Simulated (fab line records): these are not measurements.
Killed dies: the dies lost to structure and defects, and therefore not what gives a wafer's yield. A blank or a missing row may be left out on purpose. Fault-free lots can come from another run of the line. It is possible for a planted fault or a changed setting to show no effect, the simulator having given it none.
Split-lot study / flow berkeley cmos170 / route with 331 steps; 5 lots, 23 wafers read

== THE SPLIT ITSELF ==
At UCB170_V1_COAT_07 (resist thk 900 nm), the setting spin rpm was moved away from the recipe's 1500 rpm on 11 of the 23 wafers read, by -5.1% to +6.3%. For the rest of the wafers, this setting stayed at what the recipe calls for.

The reading comes from the split's own step.

== THE READING ==
KrF_of_V1_COAT_07.thk nm (the simulator's own value, which no gauge read), in nm, at UCB170_V1_COAT_07 (resist thk 900 nm). The file does not state a usual value for it. Across the 12 wafers here that went through the recipe, the average is 898.5 nm and the standard deviation 2.5 nm.

wafer=L078.1; tool, chamber at the split=litho track-03, 0; spin rpm as run, rpm=1431; against the recipe=-4.6%; KrF_of_V1_COAT_07.thk nm, nm=922; against lot-mates on the recipe=+20.8
wafer=L078.2; tool, chamber at the split=litho track-03, 0; spin rpm as run, rpm=1500; against the recipe=recipe; KrF_of_V1_COAT_07.thk nm, nm=902.2; against lot-mates on the recipe=-
wafer=L078.3; tool, chamber at the split=litho track-03, 0; spin rpm as run, rpm=1431; against the recipe=-4.6%; KrF_of_V1_COAT_07.thk nm, nm=923.4; against lot-mates on the recipe=+22.2
wafer=L078.4; tool, chamber at the split=litho track-03, 0; spin rpm as run, rpm=1500; against the recipe=recipe; KrF_of_V1_COAT_07.thk nm, nm=901.2; against lot-mates on the recipe=-
wafer=L078.6; tool, chamber at the split=litho track-03, 0; spin rpm as run, rpm=1500; against the recipe=recipe; KrF_of_V1_COAT_07.thk nm, nm=900.2; against lot-mates on the recipe=-
wafer=L077.3; tool, chamber at the split=litho track-03, 0; spin rpm as run, rpm=1500; against the recipe=recipe; KrF_of_V1_COAT_07.thk nm, nm=893; against lot-mates on the recipe=-
wafer=L077.4; tool, chamber at the split=litho track-03, 0; spin rpm as run, rpm=1500; against the recipe=recipe; KrF_of_V1_COAT_07.thk nm, nm=896.5; against lot-mates on the recipe=-
wafer=L077.6; tool, chamber at the split=litho track-03, 0; spin rpm as run, rpm=1500; against the recipe=recipe; KrF_of_V1_COAT_07.thk nm, nm=895.9; against lot-mates on the recipe=-
wafer=L081.1; tool, chamber at the split=litho track-04, 0; spin rpm as run, rpm=1500; against the recipe=recipe; KrF_of_V1_COAT_07.thk nm, nm=898.5; against lot-mates on the recipe=-
wafer=L081.2; tool, chamber at the split=litho track-04, 0; spin rpm as run, rpm=1595; against the recipe=+6.3%; KrF_of_V1_COAT_07.thk nm, nm=871.3; against lot-mates on the recipe=-26.2
wafer=L081.4; tool, chamber at the split=litho track-04, 0; spin rpm as run, rpm=1500; against the recipe=recipe; KrF_of_V1_COAT_07.thk nm, nm=896.4; against lot-mates on the recipe=-
wafer=L081.5; tool, chamber at the split=litho track-04, 0; spin rpm as run, rpm=1595; against the recipe=+6.3%; KrF_of_V1_COAT_07.thk nm, nm=868.3; against lot-mates on the recipe=-29.2
wafer=L081.6; tool, chamber at the split=litho track-04, 0; spin rpm as run, rpm=1595; against the recipe=+6.3%; KrF_of_V1_COAT_07.thk nm, nm=868.9; against lot-mates on the recipe=-28.6
wafer=L082.2; tool, chamber at the split=litho track-03, 0; spin rpm as run, rpm=1500; against the recipe=recipe; KrF_of_V1_COAT_07.thk nm, nm=899.2; against lot-mates on the recipe=-
wafer=L082.3; tool, chamber at the split=litho track-03, 0; spin rpm as run, rpm=1442; against the recipe=-3.9%; KrF_of_V1_COAT_07.thk nm, nm=918.2; against lot-mates on the recipe=+18.8
wafer=L082.4; tool, chamber at the split=litho track-03, 0; spin rpm as run, rpm=1500; against the recipe=recipe; KrF_of_V1_COAT_07.thk nm, nm=899.6; against lot-mates on the recipe=-
wafer=L082.5; tool, chamber at the split=litho track-03, 0; spin rpm as run, rpm=1442; against the recipe=-3.9%; KrF_of_V1_COAT_07.thk nm, nm=916.2; against lot-mates on the recipe=+16.8
wafer=L082.6; tool, chamber at the split=litho track-03, 0; spin rpm as run, rpm=1442; against the recipe=-3.9%; KrF_of_V1_COAT_07.thk nm, nm=919.4; against lot-mates on the recipe=+20.0
wafer=L080.2; tool, chamber at the split=litho track-04, 0; spin rpm as run, rpm=1424; against the recipe=-5.1%; KrF_of_V1_COAT_07.thk nm, nm=922.4; against lot-mates on the recipe=+22.9
wafer=L080.3; tool, chamber at the split=litho track-04, 0; spin rpm as run, rpm=1500; against the recipe=recipe; KrF_of_V1_COAT_07.thk nm, nm=898.8; against lot-mates on the recipe=-
wafer=L080.4; tool, chamber at the split=litho track-04, 0; spin rpm as run, rpm=1500; against the recipe=recipe; KrF_of_V1_COAT_07.thk nm, nm=900.2; against lot-mates on the recipe=-
wafer=L080.5; tool, chamber at the split=litho track-04, 0; spin rpm as run, rpm=1424; against the recipe=-5.1%; KrF_of_V1_COAT_07.thk nm, nm=921.7; against lot-mates on the recipe=+22.2
wafer=L080.6; tool, chamber at the split=litho track-04, 0; spin rpm as run, rpm=1424; against the recipe=-5.1%; KrF_of_V1_COAT_07.thk nm, nm=921.9; against lot-mates on the recipe=+22.4

FIT RESULTS
A straight line over all 23 wafers: KrF_of_V1_COAT_07.thk nm changes by -4.74 nm for each +1% of spin rpm; r = -0.99; the points scatter about the line by 2.2 nm.
The same after taking each lot's own level away (the mean of its wafers on the recipe; 23 wafers): -4.5 nm for each +1%; r = -1.00; scatter 1.2 nm.
Per that fit: largest spin rpm move, reading shift of 29 nm.
Across the lots, their own levels run from 895.13 to 901.20 nm, a range of 2.4 times the standard deviation given above.
The two slopes agree, so the slope changes little with the lot-to-lot level.
Check: with one of the wafers moved furthest among these (+6.3%) left out of the fit, the line predicts -28.9 nm for it against its lot-mates. It came out at -26.2 nm against them.

== OTHER SPLITS APPLIED TO THESE WAFERS ==
Note: prior to the reading, these wafers also went through further splits. Each is held against what the fit with the lots' levels taken away leaves over:
other split on the same wafers=UCB170_ZERO_COAT_01 spin rpm; wafers away from the commonest value=5; r with KrF_of_V1_COAT_07.thk nm (lot level and that fit taken away)=+0.02
other split on the same wafers=UCB170_ZERO_DEVELOP_05 develop time s; wafers away from the commonest value=10; r with KrF_of_V1_COAT_07.thk nm (lot level and that fit taken away)=+0.12
other split on the same wafers=UCB170_ACTIVE_PEB_11 peb temp c; wafers away from the commonest value=9; r with KrF_of_V1_COAT_07.thk nm (lot level and that fit taken away)=+0.21
other split on the same wafers=UCB170_GATE_OXIDATION_01 ox time s; wafers away from the commonest value=15; r with KrF_of_V1_COAT_07.thk nm (lot level and that fit taken away)=-0.13
other split on the same wafers=UCB170_NLDD_STRIP_10 o2 flow sccm; wafers away from the commonest value=10; r with KrF_of_V1_COAT_07.thk nm (lot level and that fit taken away)=+0.04
other split on the same wafers=UCB170_M1_SPUTTER_00 time s; wafers away from the commonest value=9; r with KrF_of_V1_COAT_07.thk nm (lot level and that fit taken away)=+0.09
other split on the same wafers=UCB170_M1_METAL_ETCH_12 time s; wafers away from the commonest value=11; r with KrF_of_V1_COAT_07.thk nm (lot level and that fit taken away)=+0.17

== FILE'S OWN FIT ==
KrF_of_V1_COAT_07.thk nm changes by -4.53 nm for each +1% of spin rpm, r = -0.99.
